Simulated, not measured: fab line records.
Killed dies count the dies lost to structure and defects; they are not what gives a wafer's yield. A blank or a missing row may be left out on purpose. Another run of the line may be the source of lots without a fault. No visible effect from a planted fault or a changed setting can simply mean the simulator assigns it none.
2 desks, one fault || flow berkeley-cmos170 || only its own numbers are on each desk; what lay behind them is given at the end

AT THE TOOL OWNER'S DESK: rie-metal-01
The tool's own readings at UCB170_M1_METAL_ETCH_12 (etches Al in Cl2/BCl3, stops on PSG, target depth 780 nm, time 130 s): means of the sampled wafers that have a number, for each lot that ran on this tool. Marked OUT: a lot whose mean sits more than 4 standard deviations from the usual mean, which makes it out of limits; the brackets give that distance.
Columns: A = drypump-motor-current-A at UCB170_M1_METAL_ETCH_12, usual 5.8 A; B = oes-product-au at UCB170_M1_METAL_ETCH_12, usual 0.848 a.u.; C = throttle-valve-pct at UCB170_M1_METAL_ETCH_12, usual 24.38 %
{"lot": "L188", "first seen here": "day 8 11:04", "A": 6.0, "B": 0.845, "C": 24.31}
{"lot": "L190", "first seen here": "day 8 18:59", "A": 5.9, "B": 0.846, "C": 24.26}
{"lot": "L193", "first seen here": "day 9 11:05", "A": 5.8, "B": 0.839, "C": 24.19}
{"lot": "L199", "first seen here": "day 10 09:35", "A": 6.0, "B": 0.847, "C": 24.37}
{"lot": "L202", "first seen here": "day 10 21:47", "A": 5.8, "B": 0.836, "C": 24.18}
{"lot": "L204", "first seen here": "day 11 13:20", "A": 5.9, "B": 0.839, "C": 24.29}
This desk's verdict: no lot among the 6 shows anything out of limits.

AT THE METROLOGY DESK
Means of the sampled wafers that have a number, per lot and without regard to the tool the lot ran on: this is what the gauges read. Marked OUT: a lot whose mean sits more than 4 standard deviations from the usual mean, which makes it out of limits; the brackets give that distance.
Columns: A = NSD_TW at UCB170_NSD_TW_MEAS_10, usual 4145; B = cd-nm at UCB170_M1_CD_MEAS_90, usual 700.0 nm
{"lot": "L188", "first seen here": "day 7 21:23", "A": 4154, "B": 702.5}
{"lot": "L190", "first seen here": "day 8 09:41", "A": 4213, "B": 699.4}
{"lot": "L191", "first seen here": "day 8 09:52", "A": 4143, "B": 699.5}
{"lot": "L194", "first seen here": "day 9 00:40", "A": 4137, "B": 698.5}
{"lot": "L193", "first seen here": "day 9 00:41", "A": 4097, "B": 699.8}
{"lot": "L196", "first seen here": "day 9 15:34", "A": 4103, "B": 699.8}
{"lot": "L199", "first seen here": "day 10 00:44", "A": 4195, "B": 698.2}
{"lot": "L197", "first seen here": "day 10 01:01", "A": 4199, "B": 698.2}
{"lot": "L202", "first seen here": "day 10 10:58", "A": 4152, "B": "706.9 (+4.1) OUT"}
{"lot": "L204", "first seen here": "day 11 03:08", "A": 4197, "B": 703.8}
{"lot": "L205", "first seen here": "day 11 14:03", "A": 4134, "B": 700.9}
{"lot": "L208", "first seen here": "day 11 14:23", "A": 4115, "B": 700.3}
{"lot": "L210", "first seen here": "day 12 04:49", "A": 4135, "B": 697.3}
{"lot": "L211", "first seen here": "day 12 05:03", "A": 4183, "B": 698.9}
This desk's finding: out of limits on L202; first on L202, day 10 22:01 (cd-nm at UCB170_M1_CD_MEAS_90). L188, L190, L191, L194, L193, L196, L199, L197, L204, L205, L208, L210, L211 stayed within limits.

ALL TOGETHER
L202 would have let the metrology desk raise an alarm at day 10 22:01.
The desk of the tool owner found nothing out of limits.
Tool owner's desk: L202 on record, inside its limits.
All the named lots went through UCB170_M1_METAL_ETCH_12 on rie-metal-01.

WHAT WAS PUT IN BY THE SIMULATOR
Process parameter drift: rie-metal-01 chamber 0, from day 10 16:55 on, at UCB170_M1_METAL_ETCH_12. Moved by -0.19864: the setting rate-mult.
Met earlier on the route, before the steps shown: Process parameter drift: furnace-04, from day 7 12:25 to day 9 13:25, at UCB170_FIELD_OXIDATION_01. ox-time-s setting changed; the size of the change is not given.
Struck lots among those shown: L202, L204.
Time in hours between the start of the fault and the first out-of-limits reading at each desk: metrology desk, 5.
